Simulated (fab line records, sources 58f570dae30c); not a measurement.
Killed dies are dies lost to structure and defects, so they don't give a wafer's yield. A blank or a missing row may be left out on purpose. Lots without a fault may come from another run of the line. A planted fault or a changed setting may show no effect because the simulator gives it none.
Split-lot experiment | flow berkeley_cmos170 | 5 lots, 23 wafers read, on a route of 331 steps

THE SPLIT
At UCB170_PWELL_ETCH_14 (etches Si3N4 in CH3F/Ar/O2, stops on SiO2, target depth 242 nm, time 151 s), the setting rf_w was moved away from the recipe's 450 W on 8 of the 23 wafers read, by -8.5% to +7.8%. The other wafers ran this setting at the recipe's value.

The reading is taken at the split's own step.

THE READING
KrF_of_PWELL_COAT_08.thk_nm (the simulator's own value, which no gauge read), in nm, at UCB170_PWELL_ETCH_14 (etches Si3N4 in CH3F/Ar/O2, stops on SiO2, target depth 242 nm, time 151 s). The file gives no usual value for it. The 15 wafers here that ran the recipe average 723.3 nm, standard deviation 3.9 nm.

wafer  | tool, chamber at the split | rf_w as run, W | against the recipe | KrF_of_PWELL_COAT_08.thk_nm, nm | against lot-mates on the recipe
L074.1 | rie_diel-04, 3             | 450            | recipe             | 718.4                           | -
L074.2 | rie_diel-04, 0             | 450            | recipe             | 721.7                           | -
L074.4 | rie_diel-04, 3             | 450            | recipe             | 716.6                           | -
L074.5 | rie_diel-04, 0             | 450            | recipe             | 717.6                           | -
L074.6 | rie_diel-04, 2             | 450            | recipe             | 720                             | -
L075.1 | rie_diel-03, 0             | 418.2          | -7.1%              | 733.2                           | +6.2
L075.2 | rie_diel-03, 2             | 418.2          | -7.1%              | 730.4                           | +3.4
L075.3 | rie_diel-03, 3             | 450            | recipe             | 726.6                           | -
L075.5 | rie_diel-03, 3             | 450            | recipe             | 729.4                           | -
L075.6 | rie_diel-03, 2             | 450            | recipe             | 725                             | -
L076.1 | rie_diel-03, 3             | 411.6          | -8.5%              | 732.8                           | +10.2
L076.2 | rie_diel-03, 0             | 450            | recipe             | 725.9                           | -
L076.3 | rie_diel-03, 1             | 450            | recipe             | 719.2                           | -
L076.4 | rie_diel-03, 2             | 411.6          | -8.5%              | 731                             | +8.5
L076.5 | rie_diel-03, 3             | 411.6          | -8.5%              | 731.7                           | +9.2
L078.1 | rie_diel-03, 2             | 485            | +7.8%              | 717.5                           | -8.8
L078.2 | rie_diel-03, 0             | 450            | recipe             | 726.4                           | -
L078.4 | rie_diel-03, 3             | 450            | recipe             | 726.3                           | -
L078.5 | rie_diel-03, 0             | 485            | +7.8%              | 719.7                           | -6.6
L078.6 | rie_diel-03, 1             | 485            | +7.8%              | 714                             | -12.3
L080.4 | rie_diel-02, 0             | 450            | recipe             | 724.1                           | -
L080.5 | rie_diel-02, 1             | 450            | recipe             | 726                             | -
L080.6 | rie_diel-02, 2             | 450            | recipe             | 727                             | -

THE FIT
A straight line over all 23 wafers: KrF_of_PWELL_COAT_08.thk_nm changes by -0.956 nm for each +1% of rf_w; r = -0.80; the points scatter about the line by 3.5 nm.
The same after taking each lot's own level away (the mean of its wafers on the recipe; 23 wafers): -1.06 nm for each +1%; r = -0.93; scatter 2.1 nm.
On that fit, the largest move of rf_w shifts the reading by 9 nm.
The lots' own levels span 718.86 to 727.00 nm, that is 2.1 times the standard deviation above.
So the lot-to-lot level blurs the effect unless lot-mates are compared.
Check: with one of the wafers moved furthest among these (-8.5%) left out of the fit, the line predicts +8.35 nm for it against its lot-mates. It came out at +10.2 nm against them.

OTHER SPLITS ON THESE WAFERS
These wafers also went through other splits before the reading. Each is held against what the fit with the lots' levels taken away leaves over:
other split on the same wafers      | wafers away from the commonest value | r with KrF_of_PWELL_COAT_08.thk_nm (lot level and that fit taken away)
UCB170_START_OXIDATION_02 ox_time_s | 18                                   | +0.13
UCB170_ZERO_COAT_01 resist_thk_nm   | 9                                    | -0.06
UCB170_NWELL_COAT_07 resist_thk_nm  | 8                                    | -0.38
UCB170_NWELL_IMPLANT_14 dose_cm2    | 6                                    | -0.09
UCB170_PWELL_OXIDATION_02 temp_c    | 18                                   | -0.13

THE FILE'S OWN FIT
KrF_of_PWELL_COAT_08.thk_nm changes by -1.01 nm for each +1% of rf_w, r = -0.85.
